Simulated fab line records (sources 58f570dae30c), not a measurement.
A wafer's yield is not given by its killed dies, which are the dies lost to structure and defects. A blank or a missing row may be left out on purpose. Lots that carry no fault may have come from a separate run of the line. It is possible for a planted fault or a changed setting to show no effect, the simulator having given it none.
Code-filled problem report in 8D (eight disciplines) form    flow berkeleyCmos170    the parts of the form that need people (team, actions taken, sign-off) are left out

== 1. WHAT IS WRONG ==
Across 2 wafers from 2 lots, M3_AL_RS at UCB170_M3_RS_MEAS_02 averages 0.0347 ohm/sq, while fault-free wafers read 0.0321 ohm/sq with a standard deviation of 0.00036. That is +7.2 standard deviations from the usual mean.
The step: measures by four-point-probe.
First observed at day 10 11:02: wafer L393.2, on filmMetro-01. The record holds 39 wafers of 13 lots with a number at this step. Rule for "out" (also "out of limits"): further than 4 standard deviations from the usual mean. The rest of the wafers with a number are treated as sound.

== 2. WHAT IT IS; WHAT IT IS NOT ==
question                     is                          is not
which readings at this step  M3_AL_RS                    -
which lots                   L391, L393                  L385, L386, L387, L392, L398, L399, L400, L403, L405, L406, L407
which wafers of those lots   L391.3, L393.2              L391.2, L391.5, L393.4, L393.6
read on which gauges         filmMetro-01, filmMetro-04  filmMetro-02
when                         from day 10 11:02           up to then (11 sound wafers); but 26 sound wafers of L391, L392, L398, L399, L400, L403, L405, L406, L407 came after

== 3. SUSPECTS, AND WHAT RULES EACH OUT ==
Counting: if a tool at a process step up to the reading ran every lot that is out, it stays a suspect. Sound lots after the first of them don't rule it out here, since some wafers of a struck lot are sound.
- ruled out: the gauge at UCB170_M3_RS_MEAS_02. The wafers that are out were read on 2 gauges (filmMetro-01, filmMetro-04).
- plasmaAsher-03 at UCB170_PFIELD_STRIP_08 (strips in O2): kept. Ran every lot that is out, first one L391 (day 6 11:11); last sound lot up to then L392 (day 6 10:55).
- pvdSputter-02 at UCB170_M3_SPUTTER_01 (material Al, target thk 900 nm, time 120 s): kept. Ran every lot that is out, first one L393 (day 10 10:56); last sound lot up to then L387 (day 9 01:56). Its own readings are out on those wafers: cathodeDcPowerW.
The count leaves pvdSputter-02 at UCB170_M3_SPUTTER_01 and plasmaAsher-03 at UCB170_PFIELD_STRIP_08.

== 4. THE CAUSE (what the simulator had put in) ==
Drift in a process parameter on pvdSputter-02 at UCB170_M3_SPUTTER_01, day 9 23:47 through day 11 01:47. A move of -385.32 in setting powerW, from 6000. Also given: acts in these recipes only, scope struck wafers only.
After counting, 2 suspects remain, this tool included.

== 5. SEQUENCE OF EFFECTS, ordered by route ==
One row per reading whose mean, taken over the struck wafers that have a number, lies over 3 standard deviations from the usual. Scope: only readings with a usual standard deviation given in the record; hours: median across lots of the time from each lot's start at the first step in this table that gives one to its start at this step; sigmas: change in usual standard deviations.
hours  step                   reading          usual          on struck wafers  change   sigmas
0      UCB170_M3_SPUTTER_01   cathodeDcPowerW  6000.1 W       5614.0            -386.1   -99 or more
0      UCB170_M3_RS_MEAS_02   M3_AL_RS         0.0321 ohm/sq  0.0347            +0.0026  +7.2
3      UCB170_M3_THK_MEAS_03  M3_AL_THK        921 nm         857               -64      -5.8
Its process steps:
- UCB170_M3_SPUTTER_01: material Al, target thk 900 nm, time 120 s.

== 6. HOW IT WOULD HAVE BEEN CAUGHT EARLIER ==
The first out-of-limits reading at a measuring or inspecting step in this record came at day 10 11:02, 11 hours after the fault's start at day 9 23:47.
Tool's own readings at UCB170_M3_SPUTTER_01, cathodeDcPowerW: out on all struck wafers the step has rows for; an alarm limit on them would have tripped on the first.
Of the lots that are out (2), L391 began UCB170_M3_SPUTTER_01 on pvdSputter-02 after day 10 11:02. A hold on the tool at that time would have spared it.
